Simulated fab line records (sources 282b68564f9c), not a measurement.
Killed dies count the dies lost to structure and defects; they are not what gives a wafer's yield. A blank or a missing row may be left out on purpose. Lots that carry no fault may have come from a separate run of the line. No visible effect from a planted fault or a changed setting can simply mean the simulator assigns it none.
The tool behind it: which one? | flow ritCmos | Sampling: 13 lots, 39 wafers, 2 of 202 route steps

== WHAT THE GAUGES READ, wafer by wafer ==
RIT_GATE_CD_MEAS_16: the cd target is 150 nm. Usual: cdNm reads 150.1 nm (standard deviation 2.6).
lot  | measured    | on       | cdNm (nm)         | flag
L483 | day 3 05:05 | cdSem-01 | 152.1 152.0 151.0 | 
L482 | day 3 05:17 | cdSem-02 | 150.5 150.3 148.2 | 
L484 | day 3 12:14 | cdSem-01 | 155.6 154.4 156.8 | 
L485 | day 3 15:34 | cdSem-01 | 149.0 149.0 145.9 | 
L486 | day 3 19:05 | cdSem-01 | 151.6 150.5 153.5 | 
L487 | day 4 00:33 | cdSem-02 | 149.7 152.6 153.1 | 
L488 | day 4 05:40 | cdSem-01 | 145.3 147.6 146.2 | 
L491 | day 4 19:46 | cdSem-02 | 148.7 149.4 147.7 | 
L490 | day 4 19:59 | cdSem-02 | 146.8 149.3 147.4 | 
L493 | day 5 06:23 | cdSem-01 | 159.9 157.4 158.3 | OFF
L502 | day 7 01:23 | cdSem-02 | 149.9 147.9 150.5 | 
L503 | day 7 08:02 | cdSem-02 | 147.6 147.0 148.0 | 
L504 | day 7 11:06 | cdSem-02 | 146.8 148.1 143.3 | 

== WHAT TOOL EACH LOT RAN ON (gives the tool, then ch and the chambers of the sampled wafers, and finally the start) ==
lot  | RIT_GATE_DEVELOP_15
L483 | lithoTrack-02 ch 0, day 3 04:00
L482 | lithoTrack-01 ch 0, day 3 05:00
L484 | lithoTrack-02 ch 0, day 3 12:00
L485 | lithoTrack-02 ch 0, day 3 15:00
L486 | lithoTrack-04 ch 0, day 3 18:00
L487 | lithoTrack-04 ch 0, day 4 00:00
L488 | lithoTrack-04 ch 0, day 4 05:00
L491 | lithoTrack-01 ch 0, day 4 19:00
L490 | lithoTrack-02 ch 0, day 4 19:00
L493 | lithoTrack-04 ch 0, day 5 06:00
L502 | lithoTrack-02 ch 0, day 7 01:00
L503 | lithoTrack-01 ch 0, day 7 07:00
L504 | lithoTrack-02 ch 0, day 7 10:00
- RIT_GATE_DEVELOP_15: develop time 50 s.

== WHAT THE TOOLS THEMSELVES READ (means of the sampled wafers that have a number; where no wafer has one, the mark that the record gives instead) ==
RIT_GATE_DEVELOP_15. Usual: chillPlateTempC 23.01 C, standard deviation 0.11; developerTempC 22.98 C, standard deviation 0.12; resistLineTempC 22.99 C, standard deviation 0.11.
lot  | tool          | chillPlateTempC (C) | developerTempC (C) | resistLineTempC (C) | flag
L483 | lithoTrack-02 | 23.09               | 23.06              | 23.02               | 
L482 | lithoTrack-01 | 22.70               | 22.94              | 22.97               | 
L484 | lithoTrack-02 | 22.97               | 23.01              | 23.05               | 
L485 | lithoTrack-02 | 23.13               | 22.87              | 22.98               | 
L486 | lithoTrack-04 | 23.10               | 22.96              | 22.92               | 
L487 | lithoTrack-04 | 22.95               | 23.09              | 23.00               | 
L488 | lithoTrack-04 | 22.85               | 23.02              | 23.01               | 
L491 | lithoTrack-01 | 23.02               | 22.98              | 22.98               | 
L490 | lithoTrack-02 | 22.99               | 23.21              | 23.07               | 
L493 | lithoTrack-04 | 23.05               | 22.80              | 23.03               | 
L502 | lithoTrack-02 | 23.01               | 23.02              | 22.86               | 
L503 | lithoTrack-01 | 22.99               | 23.04              | 22.99               | 
L504 | lithoTrack-02 | 23.07               | 23.21              | 22.87               | 

== THE ANSWER, worked out from the rows above alone ==
Rule: a lot counts as off when the mean over its wafers that have a number is more than 3 standard deviations away from the usual mean. Also off: a lot with no number at a reading for which 4 or more lots have one. Any other lot the step has rows for is counted as sound. First the gauges in route order, then the tools' own readings, where a lot's mean is used as printed above. At the first step where some lot is off, the reading lying furthest off is the one used; lots without a number count as furthest.
Off, at RIT_GATE_CD_MEAS_16 on cdNm: L493.
If a tool, at a process step before that reading, ran all the lots that are off and no sound lot after the first of them, it fits. Gauges at RIT_GATE_CD_MEAS_16: tried the same way as those tools. Undecided on this evidence; 2 tools fit (lithoTrack-04 at RIT_GATE_DEVELOP_15, cdSem-01 at RIT_GATE_CD_MEAS_16).

== WHAT THE SIMULATOR HAD INSERTED ==
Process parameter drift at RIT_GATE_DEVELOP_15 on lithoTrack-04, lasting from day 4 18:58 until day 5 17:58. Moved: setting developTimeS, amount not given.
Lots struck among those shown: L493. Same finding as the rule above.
